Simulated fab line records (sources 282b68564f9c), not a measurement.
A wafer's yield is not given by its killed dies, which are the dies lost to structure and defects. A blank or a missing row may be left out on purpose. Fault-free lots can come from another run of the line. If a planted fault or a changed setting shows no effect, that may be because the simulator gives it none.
Which tool was responsible? || flow rit-cmos || at 1 step of a route of 202, 14 lots with 42 wafers sampled

== WHAT THE GAUGES SHOWED, per wafer ==
The record holds no reading of a measuring or inspecting step that can be judged against a usual standard deviation.

== EACH LOT AND THE TOOL THAT RAN IT (in order: tool; ch and the chambers of the sampled wafers; start) ==
{"lot": "L438", "RIT_SPACER_ETCHBACK_05": "rie-diel-01 ch 0,1,3, day 2 23:08"}
{"lot": "L439", "RIT_SPACER_ETCHBACK_05": "rie-diel-03 ch 0,1,3, day 3 02:10"}
{"lot": "L440", "RIT_SPACER_ETCHBACK_05": "rie-diel-02 ch 0,2, day 3 09:24"}
{"lot": "L441", "RIT_SPACER_ETCHBACK_05": "rie-diel-03 ch 0,2,3, day 3 13:23"}
{"lot": "L442", "RIT_SPACER_ETCHBACK_05": "rie-diel-03 ch 0,1, day 3 19:50"}
{"lot": "L443", "RIT_SPACER_ETCHBACK_05": "rie-diel-01 ch 0,1,3, day 3 23:18"}
{"lot": "L444", "RIT_SPACER_ETCHBACK_05": "rie-diel-02 ch 1,2,3, day 4 03:01"}
{"lot": "L445", "RIT_SPACER_ETCHBACK_05": "rie-diel-03 ch 0,2,3, day 4 09:26"}
{"lot": "L448", "RIT_SPACER_ETCHBACK_05": "rie-diel-03 ch 0,2, day 4 23:34"}
{"lot": "L453", "RIT_SPACER_ETCHBACK_05": "rie-diel-02 ch 0,2,3, day 6 00:20"}
{"lot": "L454", "RIT_SPACER_ETCHBACK_05": "rie-diel-02 ch 0,1,3, day 6 05:43"}
{"lot": "L455", "RIT_SPACER_ETCHBACK_05": "rie-diel-01 ch 1,2,3, day 6 11:17"}
{"lot": "L460", "RIT_SPACER_ETCHBACK_05": "rie-diel-01 ch 0,1, day 7 13:51"}
{"lot": "L461", "RIT_SPACER_ETCHBACK_05": "rie-diel-03 ch 2,3, day 7 22:17"}
- RIT_SPACER_ETCHBACK_05: etches Si3N4 in SF6/CHF3, stops on SiO2, target depth 250 nm, time 230.9 s.

== AS READ BY THE TOOLS THEMSELVES (means over the sampled wafers that have a number; for cases with no such wafer, the mark the record gives instead) ==
RIT_SPACER_ETCHBACK_05. Usual: drypump-motor-current-A 5.8 A, standard deviation 0.43; oes-product-au 0.869 a.u., standard deviation 0.016; rf-fwd-power-W 249.2 W, standard deviation 0.78; throttle-valve-pct 10.29 %, standard deviation 0.12.
{"lot": "L438", "tool": "rie-diel-01", "drypump-motor-current-A (A)": 5.9, "oes-product-au (a.u.)": 0.865, "rf-fwd-power-W (W)": 249.8, "throttle-valve-pct (%)": 10.29, "flag": ""}
{"lot": "L439", "tool": "rie-diel-03", "drypump-motor-current-A (A)": 5.8, "oes-product-au (a.u.)": 0.860, "rf-fwd-power-W (W)": 249.3, "throttle-valve-pct (%)": 10.26, "flag": ""}
{"lot": "L440", "tool": "rie-diel-02", "drypump-motor-current-A (A)": 5.4, "oes-product-au (a.u.)": 0.851, "rf-fwd-power-W (W)": 249.1, "throttle-valve-pct (%)": 10.32, "flag": ""}
{"lot": "L441", "tool": "rie-diel-03", "drypump-motor-current-A (A)": 5.8, "oes-product-au (a.u.)": 0.858, "rf-fwd-power-W (W)": 249.1, "throttle-valve-pct (%)": 10.27, "flag": ""}
{"lot": "L442", "tool": "rie-diel-03", "drypump-motor-current-A (A)": 5.6, "oes-product-au (a.u.)": 0.854, "rf-fwd-power-W (W)": 249.8, "throttle-valve-pct (%)": 10.33, "flag": ""}
{"lot": "L443", "tool": "rie-diel-01", "drypump-motor-current-A (A)": 5.9, "oes-product-au (a.u.)": 0.876, "rf-fwd-power-W (W)": 249.4, "throttle-valve-pct (%)": 10.30, "flag": ""}
{"lot": "L444", "tool": "rie-diel-02", "drypump-motor-current-A (A)": 5.5, "oes-product-au (a.u.)": 0.866, "rf-fwd-power-W (W)": 248.7, "throttle-valve-pct (%)": 10.31, "flag": ""}
{"lot": "L445", "tool": "rie-diel-03", "drypump-motor-current-A (A)": 5.8, "oes-product-au (a.u.)": 0.866, "rf-fwd-power-W (W)": 289.0, "throttle-valve-pct (%)": 10.28, "flag": "OFF"}
{"lot": "L448", "tool": "rie-diel-03", "drypump-motor-current-A (A)": 5.6, "oes-product-au (a.u.)": 0.862, "rf-fwd-power-W (W)": 289.6, "throttle-valve-pct (%)": 10.36, "flag": "OFF"}
{"lot": "L453", "tool": "rie-diel-02", "drypump-motor-current-A (A)": 5.6, "oes-product-au (a.u.)": 0.869, "rf-fwd-power-W (W)": 249.1, "throttle-valve-pct (%)": 10.37, "flag": ""}
{"lot": "L454", "tool": "rie-diel-02", "drypump-motor-current-A (A)": 5.4, "oes-product-au (a.u.)": 0.866, "rf-fwd-power-W (W)": 249.0, "throttle-valve-pct (%)": 10.35, "flag": ""}
{"lot": "L455", "tool": "rie-diel-01", "drypump-motor-current-A (A)": 5.9, "oes-product-au (a.u.)": 0.886, "rf-fwd-power-W (W)": 249.2, "throttle-valve-pct (%)": 10.33, "flag": ""}
{"lot": "L460", "tool": "rie-diel-01", "drypump-motor-current-A (A)": 6.2, "oes-product-au (a.u.)": 0.882, "rf-fwd-power-W (W)": 249.3, "throttle-valve-pct (%)": 10.15, "flag": ""}
{"lot": "L461", "tool": "rie-diel-03", "drypump-motor-current-A (A)": 6.0, "oes-product-au (a.u.)": 0.867, "rf-fwd-power-W (W)": 249.2, "throttle-valve-pct (%)": 10.20, "flag": ""}

== THE ANSWER, worked out from the rows above alone ==
Rule: a lot counts as off when the mean over its wafers that have a number is more than 3 standard deviations away from the usual mean. A lot without any number at a reading at which 4 lots or more have one is off too. All remaining lots with rows at the step are treated as sound. After the gauges, taken in route order, come the tools' own readings; for these a lot's mean is taken, as printed above. At the first step where some lot is off, the reading lying furthest off is the one used; lots without a number count as furthest.
Off, at RIT_SPACER_ETCHBACK_05 on rf-fwd-power-W: L445, L448.
If a tool, at that step or one of the process steps before it, ran each lot that is off and ran no sound lot following the first of them, it fits. Of those tried, none fits.

== WHAT WAS PUT IN BY THE SIMULATOR ==
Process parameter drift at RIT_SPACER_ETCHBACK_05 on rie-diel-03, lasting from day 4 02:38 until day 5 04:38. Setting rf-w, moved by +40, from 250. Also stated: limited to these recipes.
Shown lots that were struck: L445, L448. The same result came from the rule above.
